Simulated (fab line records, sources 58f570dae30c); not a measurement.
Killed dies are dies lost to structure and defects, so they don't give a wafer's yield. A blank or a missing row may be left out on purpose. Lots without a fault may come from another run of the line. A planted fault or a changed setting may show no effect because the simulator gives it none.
Which tool did it? | flow berkeley_cmos170 | 24 lots, 72 wafers sampled, at 6 steps of a route of 331

WHAT THE GAUGES READ, wafer by wafer
UCB170_SPACER_THK_MEAS_01. Usual: SPACER_TEOS_THK 376 nm, standard deviation 4.7.
lot  | measured     | on            | SPACER_TEOS_THK (nm) | flag
L074 | day 6 15:22  | film_metro-02 | 378 375 378          |
L075 | day 6 15:22  | film_metro-03 | 370 377 375          |
L076 | day 7 00:49  | film_metro-03 | 370 374 375          |
L078 | day 7 12:55  | film_metro-03 | 377 378 378          |
L077 | day 7 13:10  | film_metro-01 | 371 372 374          |
L079 | day 7 19:41  | film_metro-02 | 370 376 371          |
L081 | day 8 05:44  | film_metro-02 | 377 379 388          |
L080 | day 8 06:26  | film_metro-01 | 375 371 383          |
L084 | day 8 09:01  | film_metro-02 | 369 363 375          |
L083 | day 8 09:28  | film_metro-01 | 374 377 384          |
L082 | day 8 10:02  | film_metro-02 | 371 370 375          |
L085 | day 9 00:36  | film_metro-02 | 376 372 386          |
L086 | day 9 00:53  | film_metro-01 | 369 376 369          |
L088 | day 9 06:52  | film_metro-02 | 370 375 375          |
L087 | day 9 07:19  | film_metro-03 | 372 376 380          |
L089 | day 9 19:31  | film_metro-01 | 367 371 382          |
L090 | day 9 20:30  | film_metro-03 | 379 376 383          |
L092 | day 10 02:45 | film_metro-03 | 374 381 381          |
L091 | day 10 02:49 | film_metro-02 | 371 379 380          |
L095 | day 10 19:44 | film_metro-03 | 373 372 381          |
L096 | day 10 20:00 | film_metro-03 | 375 375 380          |
L097 | day 10 20:17 | film_metro-02 | 377 372 379          |
L094 | day 10 20:41 | film_metro-02 | 374 368 372          |
L093 | day 10 21:07 | film_metro-01 | 370 376 381          |

UCB170_NSD_OVL_MEAS_07. Usual: NSD_OVL -3 nm, standard deviation 6.1.
lot  | measured     | on         | NSD_OVL (nm) | flag
L074 | day 6 23:32  | overlay-01 | -5 2 -1      |
L075 | day 6 23:03  | overlay-02 | 2 3 5        |
L076 | day 7 10:31  | overlay-01 | -7 -2 -10    |
L078 | day 7 20:23  | overlay-02 | -8 3 -2      |
L077 | day 7 20:16  | overlay-01 | -7 -9 -10    |
L079 | day 8 03:20  | overlay-02 | 1 6 2        |
L081 | day 8 14:01  | overlay-02 | 3 0 2        |
L080 | day 8 13:23  | overlay-01 | 2 7 6        |
L084 | day 8 17:49  | overlay-02 | 2 4 4        |
L083 | day 8 17:33  | overlay-02 | -3 4 1       |
L082 | day 8 17:54  | overlay-01 | -7 -5 -4     |
L085 | day 9 09:34  | overlay-01 | -4 1 -3      |
L086 | day 9 09:50  | overlay-02 | -7 -10 -9    |
L088 | day 9 15:21  | overlay-02 | -8 -8 -13    |
L087 | day 9 15:28  | overlay-01 | 8 -5 2       |
L089 | day 10 04:04 | overlay-02 | -1 1 0       |
L090 | day 10 04:26 | overlay-01 | -12 -9 -9    |
L092 | day 10 08:24 | overlay-02 | -2 5 -2      |
L091 | day 10 08:40 | overlay-01 | -2 -4 -3     |
L095 | day 11 04:10 | overlay-02 | -11 -10 -11  |
L096 | day 11 02:43 | overlay-01 | 3 -1 -5      |
L097 | day 11 03:28 | overlay-02 | -5 -1 -9     |
L094 | day 11 03:21 | overlay-01 | -15 -17 -22  |
L093 | day 11 03:47 | overlay-02 | -1 -6 -3     |

UCB170_V1_BOW_MEAS_03. Usual: V1_BOW 18 um, standard deviation 7.4.
lot  | measured     | on            | V1_BOW (um) | flag
L074 | day 7 13:35  | film_metro-02 | 18 12 14    |
L075 | day 7 13:33  | film_metro-03 | 22 8 24     |
L076 | day 8 00:59  | film_metro-01 | 19 5 11     |
L078 | day 8 09:40  | film_metro-02 | 9 9 16      |
L077 | day 8 09:38  | film_metro-03 | 32 17 25    |
L079 | day 8 17:40  | film_metro-03 | 20 25 26    |
L081 | day 9 08:39  | film_metro-01 | 15 19 7     |
L080 | day 9 08:38  | film_metro-02 | 9 17 13     |
L084 | day 9 09:14  | film_metro-02 | 22 30 14    |
L083 | day 9 08:56  | film_metro-03 | 10 13 16    |
L082 | day 9 08:57  | film_metro-01 | 17 13 24    |
L085 | day 10 08:32 | film_metro-01 | 9 12 19     |
L086 | day 10 06:26 | film_metro-01 | 10 21 21    |
L088 | day 10 06:25 | film_metro-03 | 9 19 4      |
L087 | day 10 08:32 | film_metro-03 | 35 19 16    |
L089 | day 10 16:38 | film_metro-03 | 10 20 31    |
L090 | day 10 22:13 | film_metro-03 | 26 20 7     |
L092 | day 10 22:49 | film_metro-03 | 18 6 29     |
L091 | day 10 22:32 | film_metro-02 | 7 19 18     |
L095 | day 11 17:43 | film_metro-01 | 19 11 20    |
L096 | day 11 17:07 | film_metro-01 | 19 32 23    |
L097 | day 11 17:26 | film_metro-02 | 34 25 11    |
L094 | day 11 17:07 | film_metro-02 | 21 30 21    |
L093 | day 11 17:26 | film_metro-01 | 28 14 6     |

UCB170_V2_THK_MEAS_04. Usual: V2_POLISHED_THK 999.7 nm, standard deviation 1.2.
lot  | measured     | on            | V2_POLISHED_THK (nm) | flag
L074 | day 7 22:04  | film_metro-04 | 1001.1 1000.8 1002.1 |
L075 | day 7 21:46  | film_metro-02 | 999.4 998.4 999.1    |
L076 | day 8 07:58  | film_metro-04 | 1000.3 999.1 998.3   |
L078 | day 8 15:42  | film_metro-03 | 999.7 999.7 1000.4   |
L077 | day 8 15:12  | film_metro-02 | 1001.0 999.1 1000.3  |
L079 | day 9 00:15  | film_metro-03 | 1000.9 999.3 998.3   |
L081 | day 9 16:40  | film_metro-04 | 999.4 1000.1 999.4   |
L080 | day 9 16:28  | film_metro-03 | 998.8 997.1 997.2    |
L084 | day 9 17:13  | film_metro-03 | 999.7 998.9 999.2    |
L083 | day 9 16:55  | film_metro-02 | 1000.8 999.7 1000.8  |
L082 | day 9 16:58  | film_metro-04 | 1000.9 999.7 1000.7  |
L085 | day 10 15:15 | film_metro-02 | 1000.9 1000.1 1000.0 |
L086 | day 10 12:12 | film_metro-03 | 1000.6 999.3 999.9   |
L088 | day 10 12:08 | film_metro-04 | 1000.2 998.2 1000.6  |
L087 | day 10 16:08 | film_metro-03 | 998.1 999.7 999.6    |
L089 | day 10 23:43 | film_metro-02 | 1000.5 998.0 999.9   |
L090 | day 11 04:28 | film_metro-04 | 997.9 997.3 999.1    |
L092 | day 11 05:28 | film_metro-03 | 1000.3 1001.6 998.6  |
L091 | day 11 04:45 | film_metro-03 | 1000.1 999.5 1000.2  |
L095 | day 12 00:20 | film_metro-04 | 1000.5 999.0 999.8   |
L096 | day 12 01:00 | film_metro-03 | 998.0 999.1 999.6    |
L097 | day 11 23:46 | film_metro-02 | 998.5 999.5 998.9    |
L094 | day 12 00:41 | film_metro-04 | 999.4 999.2 998.2    |
L093 | day 12 00:49 | film_metro-02 | 1001.5 1001.2 999.2  |

WHICH TOOL RAN EACH LOT (tool, then ch and the chambers of the sampled wafers, then the start)
lot  | UCB170_PSD_STRIP_09                  | UCB170_CONTACT_ETCH_18
L074 | plasma_asher-03 ch 0,1, day 6 21:52  | rie_diel-03 ch 1,2, day 7 13:35 or earlier
L075 | plasma_asher-02 ch 0,1, day 6 21:36  | rie_diel-03 ch 1,2,3, day 7 13:33 or earlier
L076 | plasma_asher-01 ch 0,1, day 7 08:13  | rie_diel-01 ch 0,3, day 8 00:59 or earlier
L078 | plasma_asher-03 ch 0,1, day 7 17:41  | rie_diel-01 ch 1,3, day 8 09:40 or earlier
L077 | plasma_asher-02 ch 0,1, day 7 17:50  | rie_diel-02 ch 0,1,2, day 8 09:38 or earlier
L079 | plasma_asher-01 ch 0,1, day 8 00:16  | rie_diel-02 ch 0,2,3, day 8 17:40 or earlier
L081 | plasma_asher-02 ch 0, day 8 12:03    | rie_diel-03 ch 0,2, day 9 08:39 or earlier
L080 | plasma_asher-03 ch 0,1, day 8 11:58  | rie_diel-02 ch 0,2,3, day 9 08:38 or earlier
L084 | plasma_asher-03 ch 0,1, day 8 15:23  | rie_diel-03 ch 0,1,3, day 9 09:14 or earlier
L083 | plasma_asher-02 ch 0,1, day 8 15:20  | rie_diel-02 ch 0,1,2, day 9 08:56 or earlier
L082 | plasma_asher-01 ch 0,1, day 8 15:32  | rie_diel-02 ch 0,1,2, day 9 08:57 or earlier
L085 | plasma_asher-02 ch 0,1, day 9 08:08  | rie_diel-01 ch 0,1,3, day 10 08:32 or earlier
L086 | plasma_asher-03 ch 0,1, day 9 08:22  | rie_diel-01 ch 0,3, day 10 06:26 or earlier
L088 | plasma_asher-02 ch 0,1, day 9 12:53  | rie_diel-03 ch 1,3, day 10 06:25 or earlier
L087 | plasma_asher-03 ch 0,1, day 9 12:55  | rie_diel-02 ch 0,2, day 10 08:32 or earlier
L089 | plasma_asher-02 ch 0,1, day 10 02:46 | rie_diel-03 ch 1,2,3, day 10 16:38 or earlier
L090 | plasma_asher-03 ch 0,1, day 10 02:56 | rie_diel-02 ch 0,1,3, day 10 22:13 or earlier
L092 | plasma_asher-02 ch 0,1, day 10 06:40 | rie_diel-01 ch 1,3, day 10 22:49 or earlier
L091 | plasma_asher-01 ch 0,1, day 10 06:54 | rie_diel-02 ch 0,3, day 10 22:32 or earlier
L095 | plasma_asher-02 ch 0, day 11 01:38   | rie_diel-02 ch 1,2,3, day 11 17:43 or earlier
L096 | plasma_asher-01 ch 0,1, day 11 01:15 | rie_diel-03 ch 0,1,2, day 11 17:07 or earlier
L097 | plasma_asher-03 ch 0,1, day 11 01:22 | rie_diel-03 ch 1,2,3, day 11 17:26 or earlier
L094 | plasma_asher-02 ch 0,1, day 11 01:19 | rie_diel-02 ch 0,1,3, day 11 17:07 or earlier
L093 | plasma_asher-03 ch 0, day 11 01:52   | rie_diel-01 ch 0,1,2, day 11 17:26 or earlier
- UCB170_PSD_STRIP_09: strips in O2.
- UCB170_CONTACT_ETCH_18: etches PSG in CHF3/CF4/Ar, stops on TiSi2, target depth 840 nm, time 195 s.

WHAT THE TOOLS THEMSELVES READ (means of the sampled wafers that have a number; where no wafer has one, the mark that the record gives instead)
UCB170_PSD_STRIP_09. Usual: drypump_motor_current_A 6.04 A, standard deviation 0.19; oes_product_au 0.600 a.u., standard deviation 0.0046; strip_time_to_endpoint_s 29.38 s, standard deviation 0.091.
lot  | tool            | drypump_motor_current_A (A) | oes_product_au (a.u.) | strip_time_to_endpoint_s (s) | flag
L074 | plasma_asher-03 | 6.16                        | 0.601                 | 29.35                        |
L075 | plasma_asher-02 | 5.89                        | 0.602                 | 29.33                        |
L076 | plasma_asher-01 | 5.96                        | 0.604                 | 29.32                        |
L078 | plasma_asher-03 | 6.12                        | 0.600                 | 29.46                        |
L077 | plasma_asher-02 | 6.00                        | 0.600                 | 29.42                        |
L079 | plasma_asher-01 | 6.11                        | 0.600                 | 29.44                        |
L081 | plasma_asher-02 | 6.10                        | 0.597                 | 29.37                        |
L080 | plasma_asher-03 | 6.17                        | 0.600                 | 29.49                        |
L084 | plasma_asher-03 | 6.10                        | 0.597                 | 29.52                        |
L083 | plasma_asher-02 | 6.00                        | 0.598                 | 29.38                        |
L082 | plasma_asher-01 | 5.95                        | 0.601                 | 29.35                        |
L085 | plasma_asher-02 | 6.02                        | 0.599                 | 29.24                        |
L086 | plasma_asher-03 | 6.11                        | 0.598                 | 29.41                        |
L088 | plasma_asher-02 | 5.88                        | 0.605                 | 29.25                        |
L087 | plasma_asher-03 | 6.12                        | 0.604                 | 29.37                        |
L089 | plasma_asher-02 | 5.89                        | 0.603                 | 29.50                        |
L090 | plasma_asher-03 | 6.17                        | 0.601                 | 29.44                        |
L092 | plasma_asher-02 | 6.01                        | 0.599                 | 29.43                        |
L091 | plasma_asher-01 | 6.12                        | 0.602                 | 29.38                        |
L095 | plasma_asher-02 | 6.12                        | 0.600                 | 29.19                        |
L096 | plasma_asher-01 | 6.10                        | 0.606                 | 29.46                        |
L097 | plasma_asher-03 | 6.15                        | 0.599                 | 29.34                        |
L094 | plasma_asher-02 | 5.87                        | 0.600                 | 29.43                        |
L093 | plasma_asher-03 | 6.23                        | 0.594                 | 29.31                        |

UCB170_CONTACT_ETCH_18. Usual: drypump_motor_current_A 5.82 A, standard deviation 0.28; oes_product_au 0.895 a.u., standard deviation 0.015; throttle_valve_pct 6.88 %, standard deviation 0.12.
lot  | tool        | drypump_motor_current_A (A) | oes_product_au (a.u.) | throttle_valve_pct (%) | flag
L074 | rie_diel-03 | 6.04                        | 0.900                 | 6.86                   |
L075 | rie_diel-03 | 6.11                        | 0.893                 | 6.83                   |
L076 | rie_diel-01 | 5.83                        | 0.893                 | 7.14                   |
L078 | rie_diel-01 | 5.90                        | 0.904                 | 7.06                   |
L077 | rie_diel-02 | 5.85                        | 0.883                 | 6.87                   |
L079 | rie_diel-02 | 5.80                        | 0.892                 | 6.87                   |
L081 | rie_diel-03 | 5.85                        | 0.896                 | 6.88                   |
L080 | rie_diel-02 | 5.80                        | 0.887                 | 6.89                   |
L084 | rie_diel-03 | 5.97                        | 0.892                 | 6.81                   |
L083 | rie_diel-02 | 5.84                        | 0.889                 | 6.87                   |
L082 | rie_diel-02 | 5.85                        | 0.903                 | 6.86                   |
L085 | rie_diel-01 | 5.62                        | 0.902                 | 7.02                   |
L086 | rie_diel-01 | 5.82                        | 0.907                 | 7.13                   |
L088 | rie_diel-03 | 6.16                        | 0.892                 | 6.82                   |
L087 | rie_diel-02 | 5.87                        | 0.891                 | 6.89                   |
L089 | rie_diel-03 | 6.12                        | 0.900                 | 6.84                   |
L090 | rie_diel-02 | 5.77                        | 0.899                 | 6.86                   |
L092 | rie_diel-01 | 5.91                        | 0.910                 | 7.06                   |
L091 | rie_diel-02 | 5.89                        | 0.909                 | 6.89                   |
L095 | rie_diel-02 | 5.67                        | 0.881                 | 6.85                   |
L096 | rie_diel-03 | 5.92                        | 0.898                 | 6.83                   |
L097 | rie_diel-03 | 6.11                        | 0.894                 | 6.84                   |
L094 | rie_diel-02 | 5.76                        | 0.898                 | 6.85                   |
L093 | rie_diel-01 | 5.55                        | 0.906                 | 6.86                   |

THE ANSWER, worked out from the rows above alone
Rule: a lot is off if the mean of its wafers that have a number lies more than 3 standard deviations from the usual mean. A lot without any number at a reading at which 4 lots or more have one is off too. The other lots that the step has rows for count as sound. The gauges are gone through in route order, then the tools' own readings, and for those a lot's mean is taken as printed above. The first step at which some lot is off is used, and at that step the reading that is off furthest; a lot without a number counts as furthest.
No lot is off at any reading shown: from this, nothing can be told.

WHAT THE SIMULATOR HAD PUT IN
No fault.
